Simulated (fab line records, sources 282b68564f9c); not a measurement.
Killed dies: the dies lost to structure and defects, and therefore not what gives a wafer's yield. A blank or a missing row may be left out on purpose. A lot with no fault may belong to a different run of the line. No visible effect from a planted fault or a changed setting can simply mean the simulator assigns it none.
A struck lot beside a sound one | flow rit_cmos | 22 out of 202 route steps
Sound: wafers L970.3, L970.5, L970.6. Wafers L959.1, L959.3, L959.5 were the ones struck. At the end, the cause is stated.
Per side, at each step with rows, come the tool, then ch with its chambers, and then its first start. Under that, the readings that differ: sound wafers | struck wafers | difference of the means | sigmas: that difference in standard deviations of wafers without a fault.
alike: words and numbers the same on both sides, and readings whose means are apart by under 2 such deviations; not compared: readings that were withheld, readings missing a value for some wafer, numbers with overlapping values and no deviation given by the record, and bounds like >300 which may hide the same value.
A row with sigmas, a row that says differs or no value, or rows on one side alone: a step with any of these is where the two part. Numbers that have no deviation but don't overlap get no sigmas and don't part them. A reading missing from all wafers of one side parts the sides only when that side holds two or more wafers.

first, 2 steps without rows for these wafers: RIT_NSD_HARDBAKE_07 (time 60 s); RIT_NSD_IMPLANT_08.
RIT_NSD_STRIP_09: strips in O2, time 180 s.
  sound on plasma_asher-01 ch 0,1, day 6 07:09; struck on plasma_asher-02 ch 1, day 3 17:11
  alike: drypump_motor_current_A
  not compared: rf_hours_counter_h
RIT_NSD_TW_MEAS_10:
  sound on film_metro-03, day 6 07:17; struck on film_metro-02, day 3 17:22
  alike: NSD_TW
then, 6 steps without rows for these wafers: RIT_PSD_HMDS_00 (prime time 60 s); RIT_PSD_COAT_01 (resist thk 1000 nm); RIT_PSD_SOFTBAKE_02 (time 60 s); RIT_PSD_EXPOSE_03 (exposes mask M10, target cd 40900 nm); RIT_PSD_PEB_04; RIT_PSD_DEVELOP_05 (develop time 50 s).
RIT_PSD_OVL_MEAS_06:
  sound on overlay-01, day 6 08:19; struck on overlay-02, day 3 18:30
  reading      | sound          | struck       | difference | sigmas
  PSD_OVL (nm) | -3.6 -4.1 -2.3 | 0.5 -1.0 0.9 | +3.5       | +2
then, 1 step without rows for these wafers: RIT_PSD_HARDBAKE_07 (time 60 s).
RIT_PSD_IMPLANT_08:
  sound on implanter-03 ch 0, day 6 08:32; struck on implanter-04 ch 0, day 3 18:49
  reading                   | sound                | struck               | difference | sigmas
  beam_energy_keV           | 27.000 27.008 27.009 | 21.545 21.556 21.546 | -5.457     | -99 or more
  model.implant.rp_nm (nm)  | 22.53 22.53 22.53    | 18.55 18.55 18.55    | -3.98      |
  model.implant.drp_nm (nm) | 12.05 12.05 12.05    | 10.28 10.28 10.28    | -1.77      |
RIT_PSD_STRIP_09: strips in O2, time 180 s.
  sound on plasma_asher-01 ch 0,1, day 6 08:41; struck on plasma_asher-04 ch 0, day 3 18:58
  alike: drypump_motor_current_A
  not compared: rf_hours_counter_h
RIT_PSD_TW_MEAS_10:
  sound on film_metro-02, day 6 08:50; struck on film_metro-02, day 3 19:08
  reading | sound          | struck         | difference | sigmas
  PSD_TW  | 3431 3441 3426 | 3248 3244 3266 | -180       | -5
then, 3 steps without rows for these wafers: RIT_SDANNEAL_CLEAN_00 (cleans in SC1, time 600 s); RIT_SDANNEAL_CLEAN_01 (cleans in dHF, time 30 s); RIT_SDANNEAL_CLEAN_02 (cleans in SC2, time 600 s).
RIT_SDANNEAL_RTA_03: time 5 s.
  sound on rtp_anneal-02 ch 0, day 6 09:16; struck on rtp_anneal-01 ch 0, day 3 19:34
  alike: wafer_temp_C_max
RIT_SDANNEAL_RS_MEAS_04: uses a four-point probe to measure.
  sound on film_metro-01, day 6 09:20; struck on film_metro-02, day 3 19:37
  reading         | sound                | struck               | difference | sigmas
  PSD_RS (ohm/sq) | 115.80 115.67 115.76 | 130.00 129.44 129.83 | +14.01     | +48
RIT_SDANNEAL_RS_MEAS_05: uses a four-point probe to measure.
  sound on film_metro-01, day 6 09:28; struck on film_metro-02, day 3 19:44
  reading         | sound             | struck            | difference | sigmas
  NSD_RS (ohm/sq) | 84.87 85.15 84.92 | 83.81 84.20 83.99 | -0.98      | -4
RIT_M1_PROBE_99:
  sound on prober-01, day 6 17:30; struck on prober-02, day 4 03:29
  reading                                 | sound             | struck               | difference | sigmas
  model.etest.contact_pplus.end_ohm_um    | 42.77 44.4 42.8   | 55.23 54.4 53.95     | +11.20     |
  model.etest.diode_pplus_nwell.bv_v (V)  | 6.714 6.653 6.623 | 6.182 6.3 6.254      | -0.418     |
  model.etest.vpnp.gain                   | 1.086 1.069 1.076 | 0.8471 0.9023 0.8733 | -0.2028    |
  model.etest.diode_pplus_nwell.cj_ff_um2 | 1.65 1.692 1.682  | 1.876 1.83 1.87      | +0.184     |
  model.etest.diode_pplus_comb.cj_ff_um2  | 1.979 1.988 1.988 | 2.122 2.105 2.103    | +0.125     |
  model.etest.pmos_0p15.bv_v (V)          | 5.682 5.65 5.646  | 5.583 5.63 5.609     | -0.052     |
  model.etest.pmos_0p3.bv_v (V)           | 5.681 5.649 5.645 | 5.583 5.629 5.609    | -0.051     |
  alike: killed_at_M0_to_M3, killed_at_contacts, killed_at_front_end, killed_dies, killed_open, killed_short
  not compared: model.etest.pmos_0p15.junction_log10_a_um

## WHERE THEY PART
Earliest at RIT_PSD_OVL_MEAS_06; latest, in this record, at RIT_SDANNEAL_RS_MEAS_05. Later steps at which nothing parts them and some readings are alike: RIT_M1_PROBE_99.

WHY: the cause the simulator had injected
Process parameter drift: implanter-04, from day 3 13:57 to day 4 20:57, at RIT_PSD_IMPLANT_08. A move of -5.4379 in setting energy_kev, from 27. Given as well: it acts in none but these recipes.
